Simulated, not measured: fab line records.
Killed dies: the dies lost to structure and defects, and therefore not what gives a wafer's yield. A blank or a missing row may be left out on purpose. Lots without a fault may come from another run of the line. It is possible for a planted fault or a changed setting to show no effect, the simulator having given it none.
Which tool is to blame? || flow berkeley_cmos170 || Sampling: 15 lots, 45 wafers, 3 of 331 route steps

WHAT THE GAUGES SHOWED, per wafer
UCB170_SILICIDE_RS_MEAS_02: uses a four-point probe to measure. Usual: for SILICIDE_TI_RS the level is 26.18 ohm/sq and the standard deviation is 0.29.
{"lot": "L125", "measured": "day 8 05:05", "on": "film_metro-02", "SILICIDE_TI_RS (ohm/sq)": "26.28 26.19 26.49", "flag": ""}
{"lot": "L124", "measured": "day 8 05:18", "on": "film_metro-01", "SILICIDE_TI_RS (ohm/sq)": "26.24 26.10 26.14", "flag": ""}
{"lot": "L129", "measured": "day 8 14:46", "on": "film_metro-03", "SILICIDE_TI_RS (ohm/sq)": "25.83 26.55 26.03", "flag": ""}
{"lot": "L128", "measured": "day 8 15:26", "on": "film_metro-03", "SILICIDE_TI_RS (ohm/sq)": "26.63 26.49 26.01", "flag": ""}
{"lot": "L130", "measured": "day 9 08:08", "on": "film_metro-02", "SILICIDE_TI_RS (ohm/sq)": "25.66 25.53 25.62", "flag": ""}
{"lot": "L132", "measured": "day 9 15:26", "on": "film_metro-01", "SILICIDE_TI_RS (ohm/sq)": "26.51 26.48 26.43", "flag": ""}
{"lot": "L136", "measured": "day 10 01:02", "on": "film_metro-03", "SILICIDE_TI_RS (ohm/sq)": "26.14 26.35 26.20", "flag": ""}
{"lot": "L134", "measured": "day 10 01:28", "on": "film_metro-03", "SILICIDE_TI_RS (ohm/sq)": "26.16 26.08 26.34", "flag": ""}
{"lot": "L137", "measured": "day 10 10:53", "on": "film_metro-03", "SILICIDE_TI_RS (ohm/sq)": "25.81 26.10 26.10", "flag": ""}
{"lot": "L138", "measured": "day 10 11:22", "on": "film_metro-02", "SILICIDE_TI_RS (ohm/sq)": "26.70 26.69 26.68", "flag": ""}
{"lot": "L140", "measured": "day 11 04:02", "on": "film_metro-03", "SILICIDE_TI_RS (ohm/sq)": "25.95 26.08 26.51", "flag": ""}
{"lot": "L141", "measured": "day 11 04:20", "on": "film_metro-03", "SILICIDE_TI_RS (ohm/sq)": "26.47 26.09 26.25", "flag": ""}
{"lot": "L142", "measured": "day 12 06:10", "on": "film_metro-03", "SILICIDE_TI_RS (ohm/sq)": "25.84 26.36 26.00", "flag": ""}
{"lot": "L145", "measured": "day 12 06:40", "on": "film_metro-01", "SILICIDE_TI_RS (ohm/sq)": "26.39 26.53 26.13", "flag": ""}
{"lot": "L144", "measured": "day 12 06:55", "on": "film_metro-03", "SILICIDE_TI_RS (ohm/sq)": "26.25 26.54 26.52", "flag": ""}

UCB170_CONTACT_CD_MEAS_15: the cd target is 700 nm. Usual: cd_nm at 700.0 nm, with a standard deviation of 1.5.
{"lot": "L125", "measured": "day 8 14:37", "on": "cd_sem-02", "cd_nm (nm)": "698.5 699.0 700.3", "flag": ""}
{"lot": "L124", "measured": "day 8 14:22", "on": "cd_sem-02", "cd_nm (nm)": "701.0 699.9 699.5", "flag": ""}
{"lot": "L129", "measured": "day 8 18:57", "on": "cd_sem-01", "cd_nm (nm)": "700.8 700.7 699.8", "flag": ""}
{"lot": "L128", "measured": "day 8 20:38", "on": "cd_sem-01", "cd_nm (nm)": "699.7 699.6 698.5", "flag": ""}
{"lot": "L130", "measured": "day 9 12:26", "on": "cd_sem-01", "cd_nm (nm)": "700.6 700.2 701.2", "flag": ""}
{"lot": "L132", "measured": "day 9 20:32", "on": "cd_sem-02", "cd_nm (nm)": "699.9 700.3 701.7", "flag": ""}
{"lot": "L136", "measured": "day 10 05:07", "on": "cd_sem-02", "cd_nm (nm)": "700.9 700.4 700.7", "flag": ""}
{"lot": "L134", "measured": "day 10 11:20", "on": "cd_sem-02", "cd_nm (nm)": "699.6 699.1 699.1", "flag": ""}
{"lot": "L137", "measured": "day 10 15:43", "on": "cd_sem-02", "cd_nm (nm)": "699.8 702.1 700.1", "flag": ""}
{"lot": "L138", "measured": "day 10 17:44", "on": "cd_sem-01", "cd_nm (nm)": "696.7 697.1 697.8", "flag": ""}
{"lot": "L140", "measured": "day 11 09:24", "on": "cd_sem-01", "cd_nm (nm)": "700.4 700.6 700.9", "flag": ""}
{"lot": "L141", "measured": "day 11 10:50", "on": "cd_sem-01", "cd_nm (nm)": "700.4 700.2 698.7", "flag": ""}
{"lot": "L142", "measured": "day 12 11:43", "on": "cd_sem-01", "cd_nm (nm)": "697.2 697.1 696.4", "flag": ""}
{"lot": "L145", "measured": "day 12 12:44", "on": "cd_sem-01", "cd_nm (nm)": "700.4 701.8 700.5", "flag": ""}
{"lot": "L144", "measured": "day 12 13:16", "on": "cd_sem-01", "cd_nm (nm)": "699.5 700.9 700.8", "flag": ""}

UCB170_M1_CD_MEAS_09: the cd target is 700 nm. Usual: cd_nm at 700.1 nm, with a standard deviation of 1.5.
{"lot": "L125", "measured": "day 8 16:59", "on": "cd_sem-02", "cd_nm (nm)": "699.3 699.9 699.3", "flag": ""}
{"lot": "L124", "measured": "day 8 16:33", "on": "cd_sem-01", "cd_nm (nm)": "699.6 699.6 700.2", "flag": ""}
{"lot": "L129", "measured": "day 8 21:00", "on": "cd_sem-02", "cd_nm (nm)": "703.5 701.8 702.8", "flag": ""}
{"lot": "L128", "measured": "day 8 22:40", "on": "cd_sem-02", "cd_nm (nm)": "698.0 697.8 696.8", "flag": ""}
{"lot": "L130", "measured": "day 9 14:25", "on": "cd_sem-02", "cd_nm (nm)": "700.3 699.3 699.3", "flag": ""}
{"lot": "L132", "measured": "day 9 22:36", "on": "cd_sem-02", "cd_nm (nm)": "699.3 697.7 698.9", "flag": ""}
{"lot": "L136", "measured": "day 10 07:03", "on": "cd_sem-02", "cd_nm (nm)": "702.2 701.5 701.3", "flag": ""}
{"lot": "L134", "measured": "day 10 14:25", "on": "cd_sem-02", "cd_nm (nm)": "700.1 699.1 700.3", "flag": ""}
{"lot": "L137", "measured": "day 10 18:35", "on": "cd_sem-01", "cd_nm (nm)": "701.5 702.1 701.4", "flag": ""}
{"lot": "L138", "measured": "day 10 20:08", "on": "cd_sem-01", "cd_nm (nm)": "699.1 699.3 700.2", "flag": ""}
{"lot": "L140", "measured": "day 11 12:16", "on": "cd_sem-01", "cd_nm (nm)": "698.3 697.4 699.4", "flag": ""}
{"lot": "L141", "measured": "day 11 12:59", "on": "cd_sem-01", "cd_nm (nm)": "702.2 703.4 703.2", "flag": ""}
{"lot": "L142", "measured": "day 12 14:23", "on": "cd_sem-01", "cd_nm (nm)": "702.0 700.4 700.4", "flag": ""}
{"lot": "L145", "measured": "day 12 15:34", "on": "cd_sem-01", "cd_nm (nm)": "701.4 701.7 701.5", "flag": ""}
{"lot": "L144", "measured": "day 12 15:59", "on": "cd_sem-01", "cd_nm (nm)": "699.6 699.8 700.5", "flag": ""}

EACH LOT AND THE TOOL THAT RAN IT (in order: tool; ch and the chambers of the sampled wafers; start)
The record shows no process step preceding these readings.

WHAT THE TOOLS THEMSELVES READ (means of the sampled wafers that have a number; where no wafer has one, the mark that the record gives instead)
The record holds no such reading with a usual standard deviation.

THE ANSWER, worked out from the rows above alone
Rule: a lot is off if the mean of its wafers that have a number lies more than 3 standard deviations from the usual mean. A lot without any number at a reading at which 4 lots or more have one is off too. All remaining lots with rows at the step are treated as sound. First the gauges in route order, then the tools' own readings, where a lot's mean is used as printed above. The first step at which some lot is off is used, and at that step the reading that is off furthest; a lot without a number counts as furthest.
Nothing can be told from this: no lot is off at any reading shown.

WHAT WAS PUT IN BY THE SIMULATOR
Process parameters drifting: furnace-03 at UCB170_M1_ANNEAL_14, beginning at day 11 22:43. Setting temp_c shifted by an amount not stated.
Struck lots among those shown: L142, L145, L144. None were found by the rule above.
